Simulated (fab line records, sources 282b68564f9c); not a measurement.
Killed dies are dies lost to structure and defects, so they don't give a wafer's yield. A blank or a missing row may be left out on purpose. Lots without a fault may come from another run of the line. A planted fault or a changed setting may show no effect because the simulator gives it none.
Which tool did it? | flow rit_cmos | 14 lots, 42 wafers sampled, at 2 steps of a route of 202

WHAT THE GAUGES READ, wafer by wafer
RIT_REOX_THK_MEAS_04.
lot  | measured    | on            | REOX_OXIDE_THK (nm)
L829 | day 2 21:14 | film_metro-01 | 24.9 24.7 25.4
L830 | day 3 02:26 | film_metro-01 | 25.7 25.5 25.1
L831 | day 3 03:53 | film_metro-04 | 25.5 25.7 25.8
L832 | day 3 15:02 | film_metro-01 | 25.6 25.7 26.1
L834 | day 4 04:38 | film_metro-04 | 24.8 24.8 25.2
L835 | day 4 04:38 | film_metro-01 | 25.4 25.0 25.4
L836 | day 4 12:37 | film_metro-01 | 25.5 24.9 25.5
L842 | day 5 14:41 | film_metro-04 | 24.4 24.6 24.3
L845 | day 6 06:01 | film_metro-02 | 30.0 29.9 29.2
L846 | day 6 11:01 | film_metro-02 | 29.3 29.2 29.5
L848 | day 6 21:59 | film_metro-01 | 25.6 25.5 25.8
L849 | day 7 06:09 | film_metro-01 | 25.4 25.2 25.6
L850 | day 7 10:16 | film_metro-02 | 25.3 25.6 25.6
L852 | day 8 03:34 | film_metro-04 | 25.0 25.0 24.9

WHICH TOOL RAN EACH LOT (tool, then ch and the chambers of the sampled wafers, then the start)
lot  | RIT_REOX_OXIDATION_03
L829 | furnace-04 ch 0, day 2 18:40
L830 | furnace-03 ch 0, day 2 23:53
L831 | furnace-04 ch 0, day 3 01:19
L832 | furnace-01 ch 0, day 3 12:28
L834 | furnace-03 ch 0, day 4 02:05
L835 | furnace-03 ch 0, day 4 02:05
L836 | furnace-04 ch 0, day 4 10:03
L842 | furnace-03 ch 0, day 5 12:08
L845 | furnace-04 ch 0, day 6 03:27
L846 | furnace-04 ch 0, day 6 08:27
L848 | furnace-01 ch 0, day 6 19:25
L849 | furnace-01 ch 0, day 7 03:36
L850 | furnace-01 ch 0, day 7 07:43
L852 | furnace-01 ch 0, day 8 01:01
- RIT_REOX_OXIDATION_03: target thk 25.2 nm, ox time 5580 s.

WHAT THE TOOLS THEMSELVES READ (means of the sampled wafers that have a number; where no wafer has one, the mark that the record gives instead)
RIT_REOX_OXIDATION_03.
lot  | tool       | spike_tc_centre_C (C) | spike_tc_load_C (C) | spike_tc_source_C (C) | tube_center_temp_C (C) | tube_center_temp_C_max | zone_power_centre_pct (%)
L829 | furnace-04 | 903.5                 | 920                 | 924.6                 | 900.04                 | 902.4                  | 48
L830 | furnace-03 | 902.4                 | 928                 | 924.8                 | 900.02                 | 902.8                  | 42
L831 | furnace-04 | 903.4                 | 921                 | 924.4                 | 899.98                 | 902.4                  | 48
L832 | furnace-01 | 903.3                 | 922                 | 922.2                 | 899.97                 | 902.3                  | 42
L834 | furnace-03 | 901.7                 | 928                 | 925.8                 | 899.96                 | 902.2                  | 42
L835 | furnace-03 | 901.8                 | 929                 | 924.1                 | 899.97                 | 902.2                  | 42
L836 | furnace-04 | 902.6                 | 921                 | 923.7                 | 899.94                 | 902.1                  | 48
L842 | furnace-03 | 902.0                 | 930                 | 925.2                 | 899.94                 | 901.9                  | 41
L845 | furnace-04 | 917.1                 | 937                 | 939.4                 | 914.97                 | 917.3                  | 49
L846 | furnace-04 | 918.9                 | 936                 | 939.6                 | 914.91                 | 917.0                  | 49
L848 | furnace-01 | 902.8                 | 923                 | 922.4                 | 900.06                 | 902.4                  | 42
L849 | furnace-01 | 902.2                 | 922                 | 923.2                 | 900.01                 | 902.5                  | 42
L850 | furnace-01 | 902.0                 | 921                 | 923.4                 | 900.01                 | 902.7                  | 42
L852 | furnace-01 | 901.8                 | 921                 | 922.7                 | 899.96                 | 902.4                  | 42

THE ANSWER, worked out from the rows above alone
Rule: what is usual is taken from the lots themselves. Put in order of their means at a reading, lots are off if they are a third of the lots or fewer, leave a main group of 4 or more, and stand apart from it by a gap of 3 or more times the standard deviation of the main group's means; of several such gaps the widest counts. A main group whose means are all the same, to the digits that the tables above print for the reading, isn't used. A lot without any number at a reading at which 4 lots or more have one is off too. The other lots that the step has rows for count as sound. The gauges are gone through in route order, then the tools' own readings, and for those a lot's mean is taken as printed above. The first step at which some lot is off is used, and at that step the reading that is off furthest; a lot without a number counts as furthest.
Off: L845, L846, at RIT_REOX_THK_MEAS_04 (REOX_OXIDE_THK). The main group: mean 25.3 nm, standard deviation 0.37.
A tool fits if, at a process step before that reading, it ran every lot that is off, and no sound lot after the first of them. The gauges at RIT_REOX_THK_MEAS_04 aren't tried: what is off there is off at RIT_REOX_OXIDATION_03 too, on other tools, and a gauge's error can't cause that. One fits: furnace-04 at RIT_REOX_OXIDATION_03. Its last sound lot is L836 (day 4 10:03), its first lot that is off L845 (day 6 03:27): a fault that began between those two fits.
The tool's own readings at RIT_REOX_OXIDATION_03 bear it out: on the lots that are off they differ by more than 5 times the standard deviation of the sound lots' means. spike_tc_centre_C reads 918.0 C there against 902.5 C on the sound lots; spike_tc_source_C reads 939.5 C there against 923.9 C on the sound lots; tube_center_temp_C reads 914.94 C there against 899.99 C on the sound lots; tube_center_temp_C_max reads 917.1 there against 902.4 on the sound lots.

WHAT THE SIMULATOR HAD PUT IN
Process parameter drift: furnace-04, from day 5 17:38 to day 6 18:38, at RIT_REOX_OXIDATION_03. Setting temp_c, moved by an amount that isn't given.
Lots struck among those shown: L845, L846. The rule above found the same.
